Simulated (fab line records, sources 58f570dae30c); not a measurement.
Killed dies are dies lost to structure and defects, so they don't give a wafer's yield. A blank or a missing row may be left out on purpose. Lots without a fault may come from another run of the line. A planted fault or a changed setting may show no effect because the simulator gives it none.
Split-lot experiment | flow berkeley_cmos170 | 5 lots, 23 wafers read, on a route of 331 steps

THE SPLIT
At UCB170_ACTIVE_CVD_05 (deposits Si3N4 from SiH2Cl2/NH3, target thk 220 nm, time 3300 s), the setting temp_c was moved away from the recipe's 800 C on 20 of the 23 wafers read, by -2.7% to +1.9%. The other wafers ran this setting at the recipe's value.

The file shows no step between the split and the reading.

THE READING
ACTIVE_NITRIDE_THK, in nm, at UCB170_ACTIVE_THK_MEAS_06. Fault-free wafers of this fab line usually give 220.6 nm, standard deviation 1.7 nm.

wafer  | tool, chamber at the split | temp_c as run, C | against the recipe | ACTIVE_NITRIDE_THK, nm | against lot-mates on the recipe
L076.2 | -, -                       | 814.9            | +1.9%              | 289.2                  | no lot-mate on the recipe
L076.3 | -, -                       | 814.9            | +1.9%              | 290.2                  | no lot-mate on the recipe
L076.4 | -, -                       | 814.9            | +1.9%              | 289.1                  | no lot-mate on the recipe
L076.5 | -, -                       | 814.9            | +1.9%              | 290.3                  | no lot-mate on the recipe
L076.6 | -, -                       | 814.9            | +1.9%              | 288.7                  | no lot-mate on the recipe
L079.2 | -, -                       | 778.8            | -2.7%              | 150.3                  | no lot-mate on the recipe
L079.3 | -, -                       | 778.8            | -2.7%              | 152.4                  | no lot-mate on the recipe
L079.4 | -, -                       | 778.8            | -2.7%              | 152.0                  | no lot-mate on the recipe
L079.5 | -, -                       | 778.8            | -2.7%              | 150.2                  | no lot-mate on the recipe
L079.6 | -, -                       | 778.8            | -2.7%              | 148.9                  | no lot-mate on the recipe
L082.1 | -, -                       | 784.3            | -2.0%              | 165.9                  | no lot-mate on the recipe
L082.3 | -, -                       | 784.3            | -2.0%              | 167.9                  | no lot-mate on the recipe
L082.4 | -, -                       | 784.3            | -2.0%              | 166.2                  | no lot-mate on the recipe
L082.5 | -, -                       | 784.3            | -2.0%              | 168.7                  | no lot-mate on the recipe
L082.6 | -, -                       | 784.3            | -2.0%              | 166.3                  | no lot-mate on the recipe
L083.1 | -, -                       | 789.8            | -1.3%              | 182.3                  | no lot-mate on the recipe
L083.2 | -, -                       | 789.8            | -1.3%              | 183.2                  | no lot-mate on the recipe
L083.3 | -, -                       | 789.8            | -1.3%              | 185.0                  | no lot-mate on the recipe
L083.4 | -, -                       | 789.8            | -1.3%              | 182.6                  | no lot-mate on the recipe
L083.5 | -, -                       | 789.8            | -1.3%              | 184.4                  | no lot-mate on the recipe
L085.2 | lpcvd-02, 1                | 800              | recipe             | 219.5                  | -
L085.3 | lpcvd-02, 1                | 800              | recipe             | 220.9                  | -
L085.4 | lpcvd-02, 1                | 800              | recipe             | 220.0                  | -

THE FIT
A straight line over all 23 wafers: ACTIVE_NITRIDE_THK changes by +31 nm for each +1% of temp_c; r = +1.00; the points scatter about the line by 5 nm.
Too few moved wafers have a lot-mate on the recipe to fit a line with each lot's own level taken away.

THE WHOLE CHAIN: every reading that the file lists as answering this split, in the file's order
step                      | what it does                                                    | reading                                                                        | change (the file's fit)            | r (the file's)
UCB170_ACTIVE_CVD_05      | deposits Si3N4 from SiH2Cl2/NH3, target thk 220 nm, time 3300 s | Si3N4_of_ACTIVE_CVD_05.thk_nm (the simulator's own value, which no gauge read) | +31 nm for each +1% of the setting | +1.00
UCB170_ACTIVE_THK_MEAS_06 |                                                                 | ACTIVE_NITRIDE_THK                                                             | +31 for each +1% of the setting    | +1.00

THE FILE'S OWN FIT
ACTIVE_NITRIDE_THK changes by +31 nm for each +1% of temp_c, r = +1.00.
